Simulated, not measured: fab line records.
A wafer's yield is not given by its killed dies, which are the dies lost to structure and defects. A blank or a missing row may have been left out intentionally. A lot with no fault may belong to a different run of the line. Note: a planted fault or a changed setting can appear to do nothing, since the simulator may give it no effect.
8D (eight disciplines) problem report, filled in by code / flow berkeleyCmos170 / the parts of the form that need people (team, actions taken, sign-off) are left out

1. PROBLEM STATEMENT
cdNm at UCB170_M1_CD_MEAS_09 reads a mean of 711.2 nm on 9 wafers of 3 lots; wafers without a fault read 699.9 nm with a standard deviation of 1.5. That is +7.5 standard deviations from the usual mean.
The step: target cd 700 nm.
First observed at day 9 20:25: wafer L292.1, on cdSem-01. At this step, 45 wafers from 15 lots have a number in the record. Rule for "out", or "out of limits": more than 4 standard deviations from the usual mean. The rest of the wafers with a number are treated as sound.

2. WHAT THIS IS AND IS NOT
question=which readings at this step | is=cdNm | is not=-
question=which lots | is=L292, L293, L295 | is not=L280, L281, L282, L283, L284, L285, L289, L297, L298, L299, L301, L303
question=which wafers of those lots | is=all that have a number | is not=-
question=read on which gauges | is=cdSem-01 | is not=cdSem-02
question=when | is=from day 9 20:25 | is not=up to then (21 sound wafers); but 15 sound wafers of L297, L298, L299, L301, L303 came after

3. WHAT RULES OUT EACH SUSPECT
Counting: a tool at any process step up to the reading remains a suspect when it ran all the lots that are out and ran no sound lot after the first of those.
- the gauge at UCB170_M1_CD_MEAS_09 is ruled out. All the wafers that are out were read on cdSem-01, but those of them that UCB170_M1_EXPOSE_06 has rows for are out there too, on other tools.
- krfScanner-01 at UCB170_M1_EXPOSE_06 (exposes mask METAL1, target cd 700 nm): kept. It ran every lot that is out, first L292 (day 9 20:02), and no sound lot after that; its last sound lot up to then is L284 (day 7 15:50). Out on those wafers are its own readings of exposureDoseMJCm2.
Remaining after the count: krfScanner-01 at UCB170_M1_EXPOSE_06.

4. THE CAUSE (what the simulator had put in)
Drift in process parameters on krfScanner-01 at UCB170_M1_EXPOSE_06, starting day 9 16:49. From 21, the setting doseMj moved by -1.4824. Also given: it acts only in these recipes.
The count eliminated every tool but this one.

5. SEQUENCE OF EFFECTS, ordered by route
One row per reading whose mean, taken over the struck wafers that have a number, lies over 3 standard deviations from the usual. Readings are gone through only where the record gives a usual standard deviation; hours: the median, over the lots, of the time from a lot's start at the first step in this table giving one to that lot's start at this step; sigmas: the change measured in usual standard deviations.
hours=0; step=UCB170_M1_EXPOSE_06; reading=exposureDoseMJCm2; usual=21.000; on struck wafers=19.802; change=-1.198; sigmas=-54
hours=1; step=UCB170_M1_CD_MEAS_09; reading=cdNm; usual=699.9 nm; on struck wafers=711.2; change=+11.3; sigmas=+7.5
Its process steps:
- UCB170_M1_EXPOSE_06: exposes mask METAL1, target cd 700 nm.

6. WHAT WOULD HAVE CAUGHT IT SOONER
In this record the first reading out of limits at a measuring or inspecting step was taken at day 9 20:25, 4 hours after the fault began at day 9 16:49.
The tool's own readings at UCB170_M1_EXPOSE_06 were out on every struck wafer that the step has a row for (exposureDoseMJCm2): an alarm limit on them would have fired on the first of those.
L293, L295, from the lots that are out (3), started UCB170_M1_EXPOSE_06 on krfScanner-01 later than day 9 20:25. A hold on the tool at that time would have spared those 2.
